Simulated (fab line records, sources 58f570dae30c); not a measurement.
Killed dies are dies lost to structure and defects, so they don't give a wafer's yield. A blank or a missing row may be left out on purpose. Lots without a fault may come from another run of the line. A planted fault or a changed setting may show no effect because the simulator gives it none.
Chamber matching | flow berkeley_cmos170 | UCB170_NWELL_ETCH_13 on rie_diel-04: 4 sister chambers
The step etches Si3N4 in CH3F/Ar/O2, stops on SiO2, target depth 246.4 nm, time 154 s. 8 wafers are shown with their chamber, then 8 later ones without.

WAFERS WITH THEIR CHAMBER
wafer  | chamber | throttle_valve_pct (%) | drypump_motor_current_A (A)
L077.4 | 1       | 7.80                   | 5.2
L081.1 | 0       | 7.83                   | 6.1
L081.4 | 2       | 8.18                   | 5.8
L081.5 | 3       | 8.03                   | 5.9
L085.1 | 0       | 7.84                   | 6.1
L085.2 | 3       | 8.02                   | 6.0
L085.3 | 2       | 8.15                   | 5.9
L085.4 | 1       | 7.80                   | 5.2

WAFERS WITHOUT THEIR CHAMBER
wafer  | throttle_valve_pct (%) | drypump_motor_current_A (A)
L085.5 | 7.87                   | 6.1
L085.6 | 8.02                   | 6.0
L087.2 | 8.17                   | 5.8
L087.4 | 7.84                   | 6.1
L087.6 | 8.16                   | 5.8
L088.1 | 7.86                   | 6.1
L088.2 | 8.00                   | 5.9
L088.6 | 8.00                   | 5.9

WHICH CHAMBER EACH WENT THROUGH
wafer  | from the rows above | in truth
L085.5 | 0                   | 0
L085.6 | 3                   | 3
L087.2 | 2                   | 2
L087.4 | 0                   | 0
L087.6 | 2                   | 2
L088.1 | 0                   | 0
L088.2 | 3                   | 3
L088.6 | 3                   | 3
Placed correctly: 8 of 8. Can't be placed from these rows: 0. Placed wrongly: 0.
How it was worked out, from the rows above alone: a wafer's distance from a chamber is the root of the sum, over the readings, of the square of ((its reading less the chamber's mean) divided by the reading's scatter). The wafer belongs to the nearest chamber; if the next one is less than 2 further off, it can't be placed. A chamber's mean is the mean of its shown wafers. The scatter: the root of (the sum of the squares of (reading less its chamber's mean) over the shown wafers, divided by (wafers less chambers)).
